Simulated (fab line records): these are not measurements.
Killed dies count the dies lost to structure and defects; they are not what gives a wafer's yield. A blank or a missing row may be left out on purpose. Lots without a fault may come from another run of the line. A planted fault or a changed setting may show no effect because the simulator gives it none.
What tool caused it?    flow ritCmos    14 lots with 42 wafers sampled at 5 steps, on a route of 202 steps

== WHAT THE GAUGES SHOWED, per wafer ==
RIT_FOX2_THK_MEAS_90.
lot   measured     on            FIELD_OXIDE_LEFT_1_THK (nm)
L558  day 1 21:01  filmMetro-04  329 327 322
L559  day 2 01:51  filmMetro-04  329 325 330
L560  day 2 07:09  filmMetro-02  323 326 324
L561  day 2 13:17  filmMetro-04  325 321 317
L562  day 2 19:43  filmMetro-04  322 326 321
L565  day 3 08:47  filmMetro-03  329 326 328
L566  day 3 14:25  filmMetro-03  332 323 326
L571  day 4 13:28  filmMetro-03  319 320 324
L574  day 5 03:45  filmMetro-02  330 327 335
L577  day 5 21:28  filmMetro-04  326 328 329
L578  day 6 02:20  filmMetro-04  326 340 329
L579  day 6 05:16  filmMetro-04  321 323 323
L580  day 6 11:12  filmMetro-03  319 319 321
L581  day 6 16:20  filmMetro-02  327 331 329

RIT_FOX2_THK_MEAS_91.
lot   measured     on            FIELD_OXIDE_LEFT_2_THK (nm)
L558  day 2 09:22  filmMetro-04  260 258 254
L559  day 2 14:14  filmMetro-04  261 258 263
L560  day 2 21:26  filmMetro-03  254 258 256
L561  day 3 03:47  filmMetro-03  258 254 249
L562  day 3 09:47  filmMetro-03  253 256 252
L565  day 3 22:31  filmMetro-02  260 258 259
L566  day 4 02:52  filmMetro-04  264 254 258
L571  day 5 02:01  filmMetro-04  251 252 256
L574  day 5 16:29  filmMetro-04  262 259 266
L577  day 6 10:22  filmMetro-03  257 259 260
L578  day 6 15:38  filmMetro-03  258 271 260
L579  day 6 17:40  filmMetro-04  254 255 255
L580  day 6 23:33  filmMetro-03  253 252 254
L581  day 7 05:37  filmMetro-04  260 263 261

RIT_SPACER_THK_MEAS_04.
lot   measured     on            SPACER_NITRIDE_THK (nm)
L558  day 3 03:14  filmMetro-01  251.0 252.3 251.9
L559  day 3 10:19  filmMetro-04  252.3 250.7 251.5
L560  day 3 14:33  filmMetro-04  246.7 250.4 249.5
L561  day 3 19:52  filmMetro-03  249.4 249.3 250.1
L562  day 4 03:05  filmMetro-03  322.7 324.5 325.8
L565  day 4 14:34  filmMetro-04  252.0 251.9 250.3
L566  day 4 18:48  filmMetro-03  323.2 321.6 321.0
L571  day 5 18:05  filmMetro-04  250.0 250.3 246.6
L574  day 6 06:38  filmMetro-01  249.7 249.8 247.3
L577  day 7 01:25  filmMetro-03  253.2 251.1 251.8
L578  day 7 07:20  filmMetro-04  244.6 246.5 245.6
L579  day 7 09:29  filmMetro-03  251.7 253.8 253.3
L580  day 7 13:18  filmMetro-03  248.4 247.7 248.8
L581  day 8 00:00  filmMetro-04  251.1 251.3 252.4

== EACH LOT AND THE TOOL THAT RAN IT (in order: tool; ch and the chambers of the sampled wafers; start) ==
lot   RIT_GATE_ETCH_19                RIT_SPACER_CVD_03
L558  rieSi-02 ch 1,2, day 2 16:13    lpcvd-02 ch 0, day 3 01:18
L559  rieSi-01 ch 0,1,2, day 3 01:11  lpcvd-02 ch 0, day 3 08:25
L560  rieSi-02 ch 1,2,3, day 3 05:43  lpcvd-02 ch 1, day 3 12:38
L561  rieSi-01 ch 0,1, day 3 09:07    lpcvd-02 ch 0, day 3 17:58
L562  rieSi-02 ch 1,2, day 3 17:32    lpcvd-02 ch 0, day 4 01:11
L565  rieSi-01 ch 1,2,3, day 4 05:13  lpcvd-01 ch 1, day 4 12:38
L566  rieSi-02 ch 0,2,3, day 4 10:02  lpcvd-02 ch 0, day 4 16:53
L571  rieSi-01 ch 1,2,3, day 5 07:13  lpcvd-01 ch 1, day 5 16:10
L574  rieSi-02 ch 0,2, day 5 21:29    lpcvd-01 ch 0, day 6 04:42
L577  rieSi-01 ch 0,1,2, day 6 16:55  lpcvd-02 ch 1, day 6 23:30
L578  rieSi-02 ch 1,3, day 6 20:12    lpcvd-01 ch 1, day 7 05:25
L579  rieSi-01 ch 1,2,3, day 6 23:38  lpcvd-02 ch 1, day 7 07:34
L580  rieSi-02 ch 0,2,3, day 7 04:46  lpcvd-01 ch 0, day 7 11:22
L581  rieSi-01 ch 0,3, day 7 13:29    lpcvd-02 ch 0, day 7 22:05
- RIT_GATE_ETCH_19: etches poly-Si in SF6/CHF3/O2, stops on SiO2, time 165 s, target depth 312.5 nm.
- RIT_SPACER_CVD_03: deposits Si3N4 from SiH2Cl2/NH3, target thk 250 nm, time 3300 s.

== AS READ BY THE TOOLS THEMSELVES (means over the sampled wafers that have a number; for cases with no such wafer, the mark the record gives instead) ==
RIT_GATE_ETCH_19.
lot   tool      drypumpMotorCurrentA (A)  oesProductAu (a.u.)  throttleValvePct (%)
L558  rieSi-02  6.0                       0.866                10.19
L559  rieSi-01  5.5                       0.837                10.22
L560  rieSi-02  5.9                       0.864                10.19
L561  rieSi-01  5.4                       0.862                10.26
L562  rieSi-02  6.0                       0.863                10.20
L565  rieSi-01  6.0                       0.843                10.28
L566  rieSi-02  6.2                       0.859                10.22
L571  rieSi-01  6.0                       0.838                10.28
L574  rieSi-02  6.5                       0.850                10.25
L577  rieSi-01  5.5                       0.848                10.23
L578  rieSi-02  5.8                       0.870                10.18
L579  rieSi-01  6.0                       0.836                10.28
L580  rieSi-02  6.1                       0.852                10.22
L581  rieSi-01  5.7                       0.851                10.31

RIT_SPACER_CVD_03.
lot   tool      spikeTcCentreC (C)  spikeTcLoadC (C)  spikeTcSourceC (C)  susceptorTempC (C)
L558  lpcvd-02  813.8               835.5             833.4               810.2
L559  lpcvd-02  814.3               835.9             832.7               810.1
L560  lpcvd-02  813.6               840.2             831.6               809.9
L561  lpcvd-02  814.6               835.7             833.4               810.0
L562  lpcvd-02  827.6               851.7             848.3               825.3
L565  lpcvd-01  811.5               838.2             828.4               810.3
L566  lpcvd-02  828.6               851.5             848.1               825.4
L571  lpcvd-01  812.0               838.4             826.5               810.1
L574  lpcvd-01  810.9               837.0             830.9               809.8
L577  lpcvd-02  812.1               839.3             830.0               809.9
L578  lpcvd-01  812.2               837.5             827.3               810.1
L579  lpcvd-02  812.0               839.2             831.9               810.4
L580  lpcvd-01  811.8               836.7             830.6               809.8
L581  lpcvd-02  813.8               836.3             834.4               809.9

== THE ANSWER, worked out from the rows above alone ==
Rule: the usual values come from the lots themselves. The widest of any qualifying gaps counts: lots, ordered by their means at a reading, are off when they make up no more than a third of the lots, leave a main group of 4 or more, and stand apart from it by 3 or more times the standard deviation of that group's means. A main group whose means are all the same, to the digits that the tables above print for the reading, isn't used. Also off: a lot with no number at a reading for which 4 or more lots have one. The other lots that the step has rows for count as sound. First the gauges in route order, then the tools' own readings, where a lot's mean is used as printed above. The first step at which some lot is off is used, and at that step the reading that is off furthest; a lot without a number counts as furthest.
Off: at RIT_SPACER_THK_MEAS_04 (SPACER_NITRIDE_THK), L562, L566. Mean 250.1 nm and standard deviation 2 in the main group.
A tool fits if, at a process step before that reading, it ran every lot that is off, and no sound lot after the first of them. Not tried: the gauges at RIT_SPACER_THK_MEAS_04; whatever is off there is also off at RIT_SPACER_CVD_03, on other tools, and gauge error can't account for it. Not one of the candidates tried fits.

== WHAT HAD BEEN PUT IN BY THE SIMULATOR ==
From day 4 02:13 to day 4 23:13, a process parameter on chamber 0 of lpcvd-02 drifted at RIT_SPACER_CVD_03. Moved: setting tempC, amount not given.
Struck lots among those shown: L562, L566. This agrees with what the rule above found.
